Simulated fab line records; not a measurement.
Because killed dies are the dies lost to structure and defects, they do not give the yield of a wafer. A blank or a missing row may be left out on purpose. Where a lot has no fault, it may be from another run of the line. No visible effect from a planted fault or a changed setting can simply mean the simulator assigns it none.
One fault through the eyes of 2 desks | flow berkeley_cmos170 | each desk holds nothing but its own numbers, with what lay behind them at the end

== THE METROLOGY DESK ==
Lot by lot, what the gauges showed, no matter which tool ran the lot: averages of those sampled wafers that carry a number. If a lot's mean is further than 4 standard deviations from the usual mean, the lot is out of limits and carries the mark OUT (the distance appears in the brackets).
Columns: A = cd_nm at UCB170_NSD_CD_MEAS_06, usual 1199.7 nm; B = NSD_OVL at UCB170_NSD_OVL_MEAS_07, usual 2 nm; C = NSD_TW at UCB170_NSD_TW_MEAS_10, usual 4191
lot  | first seen here | A      | B  | C
L887 | day 7 00:07     | 1197.4 | 7  | 4272
L894 | day 8 17:30     | 1198.2 | 2  | 4130
L893 | day 8 17:52     | 1201.4 | 3  | 4239
L891 | day 8 18:07     | 1199.5 | 4  | 4250
L902 | day 10 21:16    | 1199.6 | 2  | 4120
L904 | day 11 04:26    | 1199.9 | -2 | 4199
This desk's finding: nothing out of limits on any of the 6 lots.

== FOR THE TOOL OWNER'S DESK: plasma_asher-01 ==
The tool's own readings at UCB170_BACKSIDE_STRIP_03 (strips in O2): means of the sampled wafers that have a number, for each lot that ran on this tool. If a lot's mean is further than 4 standard deviations from the usual mean, the lot is out of limits and carries the mark OUT (the distance appears in the brackets).
Columns: A = drypump_motor_current_A at UCB170_BACKSIDE_STRIP_03, usual 5.5 A; B = oes_product_au at UCB170_BACKSIDE_STRIP_03, usual 0.734 a.u.; C = strip_time_to_endpoint_s at UCB170_BACKSIDE_STRIP_03, usual 22.00 s
lot  | first seen here | A   | B                       | C
L887 | day 7 01:32     | 5.2 | 0.737                   | 22.00
L894 | day 8 18:35     | 5.4 | 0.501 (-54) OUT         | 29.24 (+99 or more) OUT
L893 | day 8 19:03     | 5.2 | 0.259 (-99 or more) OUT | 36.70 (+99 or more) OUT
Finding of this desk: L893, L894 out of limits; the first was L894 at day 8 18:35, on oes_product_au at UCB170_BACKSIDE_STRIP_03. L887: within limits.

== BROUGHT TOGETHER ==
The tool owner's desk could have raised an alarm at day 8 18:35, on L893, L894.
Nothing out of limits was seen by the metrology desk.
The metrology desk has L893, L894 on record, within its limits.
All the named lots went through UCB170_BACKSIDE_STRIP_03 on plasma_asher-01.

== WHAT THE SIMULATOR HAD PUT IN ==
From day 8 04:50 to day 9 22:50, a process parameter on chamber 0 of plasma_asher-01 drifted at UCB170_BACKSIDE_STRIP_03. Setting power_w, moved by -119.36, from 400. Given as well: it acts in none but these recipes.
Struck lots among those shown: L893, L894.
Delay in hours, fault start to first out-of-limits reading, by desk: the tool owner's desk at 14.
